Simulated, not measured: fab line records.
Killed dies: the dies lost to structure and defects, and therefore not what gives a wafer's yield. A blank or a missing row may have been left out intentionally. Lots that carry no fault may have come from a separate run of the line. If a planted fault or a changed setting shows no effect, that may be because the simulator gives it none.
fab line records | flow berkeleyCmos170
record lots=14 wafers=42 lastDay=14
route steps=331 shown ACTIVE@76 GATE@134 NLDD@164
lots that met no fault: from a run of the same line without faults
startH: hours from the record's first day to the start of the lot's first wafer shown | waitH: hours from the lot's prior step to this one | " as in the row above | L1.1+2: a single row standing in for several wafers | - value missing, or start not given | * or withheld: withheld | < > ~ a bound
route shown NAME@n: NAME is a module with steps in the file, n the number in the route of the first one | usual: mean and standard deviation over wafers with no fault | same: alike in all rows | chamber/n: place in a boat | sites: per-site readings | _std_site: standard deviation of those values | _edge_site: mean of outer sites minus mean of inner sites | radiusMm: for every site, how far away it sits from the centre of the wafer | mask NAME#n: copy n | behind: the tool/chamber that last shaped the wafer | hold: reason for holding the lot/hours on hold/outcome of the hold | device: which transistor (n, p or np) failed to switch | end of line: tests of these same wafers at the route's end | where a step has no rows: the recipe by itself | killed: not the wafer's yield, but the dies lost to structure and defects at the first sort | map: the dies of a wafer, with x for killed, . for not killed, _ for no die there
set.NAME: setting as actually run; set.NAME@STEP: the setting as run at that earlier step | model.NAME: the simulator's own value behind a step, which no gauge read
steps of the route over a sample of lots; a table a step, a row a wafer
services: a tool's chamber out of use, with start hour (startH, from the record's first day; less than 0 if before it), hours out, and reason
## steps
# step UCB170_ACTIVE_STRIP_16
# recipe chemistry=O2 powerW=400 pressureMtorr=3500 platenTempC=withheld o2FlowSccm=400 overashFraction=0.5
# usual drypumpMotorCurrentA=5.6/0.33 oesProductAu=0.721/0.0047 stripTimeToEndpointS=17.95/0.11
# columns lot.wafer tool chamber startH waitH drypumpMotorCurrentA oesProductAu rfHoursCounterH stripTimeToEndpointS
L363.2 plasmaAsher-04 1 96.54 0.1 6.0 0.728 35 17.83
L363.3 " 1 " " 6.0 0.721 - 17.82
L363.4 " 0 " " 5.5 0.724 - 17.87
L364.3 plasmaAsher-04 0 97.25 0.1 5.4 0.716 - 17.83
L364.5 " 0 " " 5.4 0.717 - 17.82
L364.6 " 1 " " 6.0 0.725 - 17.85
L366.1 plasmaAsher-04 0 103.39 0.1 5.5 0.722 37 17.86
L366.4 " 0 " " 5.5 0.714 - 18.07
L366.6 " 0 " " 5.5 0.722 - 18.15
L365.1 plasmaAsher-01 1 103.58 0.1 5.4 0.731 31 17.84
L365.2 " 0 " " 6.0 0.721 31 17.92
L365.5 " 1 " " 5.4 0.719 - 17.90
L368.2 plasmaAsher-01 0 111.44 0.1 6.1 0.720 32 18.12
L368.3 " 1 " " 5.4 0.716 - 18.22
L368.4 " 0 " " 6.1 0.722 - 17.85
L370.3 plasmaAsher-04 1 141.31 0.1 6.0 0.723 - 17.83
L370.4 " 0 " " 5.4 0.722 - 18.04
L370.5 " 0 " " 5.4 0.717 - 17.93
L377.2 plasmaAsher-03 0 166.20 0.1 5.2 0.717 5 17.96
L377.3 " 0 " " 5.2 0.722 - 17.93
L377.4 " 1 " " 5.6 0.722 - 17.91
L375.1 plasmaAsher-01 1 166.83 0.1 5.4 0.720 39 17.93
L375.3 " 1 " " 5.4 0.720 - 17.72
L375.4 " 0 " " 6.1 0.720 - 18.00
L379.2 plasmaAsher-01 1 174.09 0.1 5.4 0.722 40 17.86
L379.4 " 0 " " 6.1 0.722 - 17.89
L379.5 " 1 " " 5.4 0.722 - 17.83
L380.2 plasmaAsher-01 1 174.30 0.1 5.4 0.723 40 18.08
L380.4 " 0 " " 6.1 0.721 - 18.10
L380.6 " 0 " " 6.1 0.720 - 18.06
L381.1 plasmaAsher-03 0 182.52 0.1 5.3 0.709 7 17.83
L381.3 " 0 " " 5.2 0.718 - 17.98
L381.5 " 0 " " 5.2 0.724 - 17.81
L382.2 plasmaAsher-01 0 196.15 0.1 6.1 0.720 42 17.98
L382.3 " 1 " " 5.4 0.716 - 17.86
L382.4 " 0 " " 6.1 0.720 - 17.98
L384.3 plasmaAsher-01 1 204.77 0.1 5.4 0.713 - 17.98
L384.5 " 1 " " 5.4 0.717 - 17.90
L384.6 " 0 " " 6.1 0.728 - 17.90
L386.1 plasmaAsher-03 0 214.79 0.1 5.2 0.714 10 18.06
L386.4 " 0 " " 5.2 0.735 - 17.97
L386.5 " 0 " " 5.2 0.728 - 18.08
# step UCB170_GATE_SOFTBAKE_08
# recipe resist=KrF tempC=130 timeS=60.83
# usual plateSensorTCentreC=131.41/0.0093 plateSensorTEdgeC=131.53/0.01
# columns lot.wafer tool chamber startH waitH plateSensorTCentreC plateSensorTEdgeC
L364.3 lithoTrack-04 0 - - 131.41 131.53
L364.5 " 0 " " 131.41 131.5
L364.6 " 0 " " 131.39 131.53
L363.2 lithoTrack-03 0 - - 131.41 131.52
L363.3 " 0 " " 131.39 131.53
L363.4 " 0 " " 131.4 131.55
L365.1 lithoTrack-02 0 - - 131.41 131.54
L365.2 " 0 " " 131.4 131.54
L365.5 " 0 " " 131.41 131.54
L366.1 lithoTrack-04 0 - - 131.42 131.53
L366.4 " 0 " " 131.42 131.54
L366.6 " 0 " " 131.4 131.54
L368.2 lithoTrack-04 0 - - 131.42 131.53
L368.3 " 0 " " 131.39 131.51
L368.4 " 0 " " 131.4 131.54
L370.3 lithoTrack-04 0 - - 131.4 131.53
L370.4 " 0 " " 131.41 131.52
L370.5 " 0 " " 131.42 131.53
L375.1 lithoTrack-03 0 - - 131.41 131.53
L375.3 " 0 " " 131.41 131.52
L375.4 " 0 " " 131.41 131.53
L377.2 lithoTrack-02 0 - - 131.4 131.54
L377.3 " 0 " " 131.42 131.52
L377.4 " 0 " " 131.4 131.54
L380.2 lithoTrack-03 0 - - 131.41 131.55
L380.4 " 0 " " 131.42 131.52
L380.6 " 0 " " 131.4 131.54
L379.2 lithoTrack-04 0 - - 131.41 131.53
L379.4 " 0 " " 131.41 131.51
L379.5 " 0 " " 131.4 131.54
L381.1 lithoTrack-03 0 - - 131.4 131.52
L381.3 " 0 " " 131.41 131.54
L381.5 " 0 " " 131.4 131.53
L382.2 lithoTrack-02 0 - - 131.41 131.52
L382.3 " 0 " " 131.41 131.53
L382.4 " 0 " " 131.41 131.51
L384.3 lithoTrack-04 0 - - 131.4 131.52
L384.5 " 0 " " 131.4 131.55
L384.6 " 0 " " 131.41 131.52
L386.1 lithoTrack-04 0 - - 131.42 131.54
L386.4 " 0 " " 131.41 131.54
L386.5 " 0 " " 131.4 131.54
# step UCB170_NLDD_CD_MEAS_06
# recipe targetCdNm=1200
# usual cdNm=1199.5/1.5
# columns lot.wafer tool chamber startH waitH cdNm
L364.3 cdSem-01 - 158.62 - 1200.0
L364.5 " - " " 1200.7
L364.6 " - " " 1201.1
L363.2 cdSem-02 - 158.75 - 1201.2
L363.3 " - " " 1201.4
L363.4 " - " " 1200.0
L365.1 cdSem-02 - 167.73 - 1198.1
L365.2 " - " " 1199.5
L365.5 " - " " 1200.3
L366.1 cdSem-01 - 168.45 - 1202.8
L366.4 " - " " 1200.7
L366.6 " - " " 1200.3
L368.2 cdSem-02 - 176.31 - 1197.7
L368.3 " - " " 1197.3
L368.4 " - " " 1197.3
L370.3 cdSem-02 - 201.31 - 1200.9
L370.4 " - " " 1199.5
L370.5 " - " " 1200.2
L375.1 cdSem-01 - 228.27 - 1201.0
L375.3 " - " " 1199.7
L375.4 " - " " 1200.7
L377.2 cdSem-02 - 229.13 - 1198.3
L377.3 " - " " 1198.9
L377.4 " - " " 1199.4
L380.2 cdSem-01 - 242.07 - 1199.1
L380.4 " - " " 1199.4
L380.6 " - " " 1200.4
L379.2 cdSem-01 - 242.90 - 1197.0
L379.4 " - " " 1198.0
L379.5 " - " " 1198.3
L381.1 cdSem-02 - 247.81 - 1199.9
L381.3 " - " " 1200.6
L381.5 " - " " 1201.0
L382.2 cdSem-01 - 267.35 - 1197.2
L382.3 " - " " 1198.6
L382.4 " - " " 1196.8
L384.3 cdSem-01 - 279.39 - 1199.0
L384.5 " - " " 1199.0
L384.6 " - " " 1199.7
L386.1 cdSem-01 - 285.88 - 1200.5
L386.4 " - " " 1199.9
L386.5 " - " " 1199.5
# step UCB170_NLDD_IMPLANT_09
# recipe species=As doseCm2=5e+13 energyKev=30 tiltDeg=7.131 rotationDeg=180
# usual beamEnergyKeV=29.999/0.0095 rotationDeg=180.01/0.03
# columns lot.wafer tool chamber startH waitH beamEnergyKeV rotationDeg
L364.3 implanter-03 0 158.94 0.1 29.993 180.03
L364.5 " 0 " " 29.996 180.10
L364.6 " 0 " " 29.990 180.00
L363.2 implanter-01 0 159.07 0.1 29.994 180.05
L363.3 " 0 " " 29.998 180.06
L363.4 " 0 " " 30.004 179.99
L365.1 implanter-02 0 168.03 0.1 29.991 180.04
L365.2 " 0 " " 30.003 180.03
L365.5 " 0 " " 30.003 180.03
L366.1 implanter-01 0 168.76 0.1 29.990 179.97
L366.4 " 0 " " 30.000 179.99
L366.6 " 0 " " 29.988 179.96
L368.2 implanter-03 0 176.62 0.1 29.983 179.98
L368.3 " 0 " " 30.002 179.98
L368.4 " 0 " " 30.001 180.02
L370.3 implanter-03 0 201.63 0.1 19.506 179.99
L370.4 " 0 " " 19.505 180.04
L370.5 " 0 " " 19.495 180.02
L375.1 implanter-03 0 228.57 0.1 19.510 179.99
L375.3 " 0 " " 19.501 180.01
L375.4 " 0 " " 19.508 180.03
L377.2 implanter-02 0 229.44 0.1 30.000 179.97
L377.3 " 0 " " 29.988 180.00
L377.4 " 0 " " 29.986 179.99
L380.2 implanter-01 0 242.38 0.1 29.982 180.02
L380.4 " 0 " " 29.984 180.08
L380.6 " 0 " " 29.992 180.02
L379.2 implanter-02 0 243.21 0.1 30.004 180.01
L379.4 " 0 " " 30.003 180.01
L379.5 " 0 " " 29.999 180.01
L381.1 implanter-01 0 248.12 0.1 29.989 180.02
L381.3 " 0 " " 29.981 179.97
L381.5 " 0 " " 29.981 180.07
L382.2 implanter-01 0 267.66 0.1 30.009 179.96
L382.3 " 0 " " 30.009 179.97
L382.4 " 0 " " 29.996 180.00
L384.3 implanter-02 0 279.70 0.1 30.001 180.03
L384.5 " 0 " " 30.006 180.06
L384.6 " 0 " " 29.996 180.00
L386.1 implanter-01 0 286.19 0.1 30.001 180.05
L386.4 " 0 " " 30.001 180.02
L386.5 " 0 " " 30.009 180.04
# step UCB170_NLDD_TW_MEAS_11
# usual NLDD_TW=2201/21
# columns lot.wafer tool chamber startH waitH NLDD_TW
L364.3 filmMetro-04 - 159.16 0.1 2234
L364.5 " - " " 2235
L364.6 " - " " 2228
L363.2 filmMetro-01 - 159.30 0.1 2173
L363.3 " - " " 2166
L363.4 " - " " 2177
L365.1 filmMetro-01 - 168.28 0.1 2191
L365.2 " - " " 2185
L365.5 " - " " 2200
L366.1 filmMetro-04 - 169.01 0.1 2217
L366.4 " - " " 2198
L366.6 " - " " 2196
L368.2 filmMetro-02 - 176.86 0.1 2202
L368.3 " - " " 2205
L368.4 " - " " 2204
L370.3 filmMetro-02 - 201.85 0.1 2089
L370.4 " - " " 2082
L370.5 " - " " 2084
L375.1 filmMetro-04 - 228.82 0.1 2114
L375.3 " - " " 2104
L375.4 " - " " 2124
L377.2 filmMetro-01 - 229.68 0.1 2188
L377.3 " - " " 2189
L377.4 " - " " 2192
L380.2 filmMetro-01 - 242.62 0.1 2184
L380.4 " - " " 2196
L380.6 " - " " 2203
L379.2 filmMetro-02 - 243.44 0.1 2211
L379.4 " - " " 2192
L379.5 " - " " 2195
L381.1 filmMetro-01 - 248.37 0.1 2190
L381.3 " - " " 2195
L381.5 " - " " 2186
L382.2 filmMetro-01 - 267.89 0.1 2171
L382.3 " - " " 2180
L382.4 " - " " 2191
L384.3 filmMetro-02 - 279.92 0.1 2203
L384.5 " - " " 2201
L384.6 " - " " 2217
L386.1 filmMetro-04 - 286.44 0.1 2230
L386.4 " - " " 2226
L386.5 " - " " 2223
## services
# columns tool chamber startH hours kind
implanter-01 - 78.77 5.9 repair
implanter-03 - 86.89 2.2 repair
plasmaAsher-03 - 93.85 8.6 repair
plasmaAsher-04 - 107.28 16.5 repair
plasmaAsher-03 - 108.75 9.0 pm
plasmaAsher-03 0 108.75 9.0 ventCycle
plasmaAsher-03 1 108.75 9.0 ventCycle
plasmaAsher-03 0 117.75 - clean
plasmaAsher-03 1 117.75 - clean
implanter-01 - 146.35 2.0 repair
plasmaAsher-03 - 148.96 0.4 repair
implanter-01 - 191.05 4.2 repair
implanter-01 - 207.83 3.3 repair
implanter-03 - 213.37 6.4 pm
implanter-01 - 221.97 4.0 repair
implanter-02 - 246.90 1.7 repair
plasmaAsher-04 - 250.51 2.0 repair
## key
firstSign step=UCB170_NLDD_IMPLANT_09 reading=beamEnergyKeV direction=down sigmas=99+ usual=29.999 struck=19.504
effect step=UCB170_NLDD_TW_MEAS_11 reading=NLDD_TW direction=down sigmas=4.9 usual=2201 struck=2100
metAt UCB170_NLDD_IMPLANT_09
struckLots L370,L375
testerLeftOut L370,L375
notActingAt UCB170_ACTIVE_STRIP_16,UCB170_GATE_SOFTBAKE_08,UCB170_NLDD_CD_MEAS_06
onsetBetween 176.62 201.63
fault kind=processParameterDrift tool=implanter-03 chamber=- onsetH=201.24 steps=UCB170_NLDD_IMPLANT_09 channel=energyKev offset=-10.5 shape=step endH=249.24 actsIn=theseRecipesOnly stated=30
# testerLeftOut: of these lots the tester's yield and bins aren't shown, on N5 and GAA mostly nor the transistor test; their killed dies are dies lost to structure and defects alone, not to doping, threshold or leakage, so they don't give the yield
